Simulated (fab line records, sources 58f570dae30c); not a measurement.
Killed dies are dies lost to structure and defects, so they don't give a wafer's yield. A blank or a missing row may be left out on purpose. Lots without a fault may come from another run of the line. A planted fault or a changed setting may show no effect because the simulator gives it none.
Which tool did it? | flow berkeley_cmos170 | 14 lots, 42 wafers sampled, at 2 steps of a route of 331

WHAT THE GAUGES READ, wafer by wafer
UCB170_PWELL_TW_MEAS_17.
lot  | measured    | on            | PWELL_TW
L219 | day 3 11:01 | film_metro-02 | 379.8 380.0 382.8
L221 | day 3 21:18 | film_metro-04 | 378.2 377.0 376.6
L223 | day 4 05:52 | film_metro-04 | 380.1 381.1 379.7
L222 | day 4 06:08 | film_metro-02 | 381.6 383.6 380.0
L226 | day 4 14:14 | film_metro-02 | 380.8 377.1 380.9
L230 | day 5 08:10 | film_metro-04 | 382.0 380.8 381.0
L232 | day 5 19:41 | film_metro-03 | 376.0 376.9 375.1
L233 | day 6 09:40 | film_metro-03 | 373.6 375.1 375.8
L238 | day 7 00:42 | film_metro-04 | 381.0 381.3 378.9
L237 | day 7 00:44 | film_metro-02 | 377.5 377.7 377.6
L239 | day 7 20:50 | film_metro-02 | 377.0 377.3 376.3
L240 | day 7 20:55 | film_metro-03 | 375.9 376.1 378.5
L241 | day 7 21:10 | film_metro-04 | 378.8 379.3 380.4
L242 | day 8 07:59 | film_metro-03 | 377.4 379.3 374.7

UCB170_GATE_OVL_MEAS_13.
lot  | measured     | on         | GATE_OVL (nm)
L219 | day 7 02:34  | overlay-02 | -5 -7 -6
L221 | day 7 10:55  | overlay-02 | -1 4 2
L223 | day 7 22:34  | overlay-01 | -5 -3 -6
L222 | day 7 22:52  | overlay-01 | 11 9 5
L226 | day 8 05:38  | overlay-01 | -10 -4 -3
L230 | day 8 22:32  | overlay-02 | -3 -7 -8
L232 | day 9 05:57  | overlay-01 | -13 -12 -10
L233 | day 9 22:46  | overlay-02 | -2 -3 0
L238 | day 10 08:26 | overlay-01 | 7 5 4
L237 | day 10 08:07 | overlay-02 | 0 -3 1
L239 | day 11 08:57 | overlay-01 | -4 -3 -7
L240 | day 11 09:14 | overlay-01 | 0 -1 -1
L241 | day 11 10:36 | overlay-01 | -1 -8 -2
L242 | day 11 20:45 | overlay-02 | 2 8 -4

WHICH TOOL RAN EACH LOT (tool, then ch and the chambers of the sampled wafers, then the start)
The record holds no process step before these readings.

WHAT THE TOOLS THEMSELVES READ (means of the sampled wafers that have a number; where no wafer has one, the mark that the record gives instead)
The record holds no such reading with a usual standard deviation.

THE ANSWER, worked out from the rows above alone
Rule: what is usual is taken from the lots themselves. Put in order of their means at a reading, lots are off if they are a third of the lots or fewer, leave a main group of 4 or more, and stand apart from it by a gap of 3 or more times the standard deviation of the main group's means; of several such gaps the widest counts. A main group whose means are all the same, to the digits that the tables above print for the reading, isn't used. A lot without any number at a reading at which 4 lots or more have one is off too. The other lots that the step has rows for count as sound. The gauges are gone through in route order, then the tools' own readings, and for those a lot's mean is taken as printed above. The first step at which some lot is off is used, and at that step the reading that is off furthest; a lot without a number counts as furthest.
No lot is off at any reading shown: from this, nothing can be told.

WHAT THE SIMULATOR HAD PUT IN
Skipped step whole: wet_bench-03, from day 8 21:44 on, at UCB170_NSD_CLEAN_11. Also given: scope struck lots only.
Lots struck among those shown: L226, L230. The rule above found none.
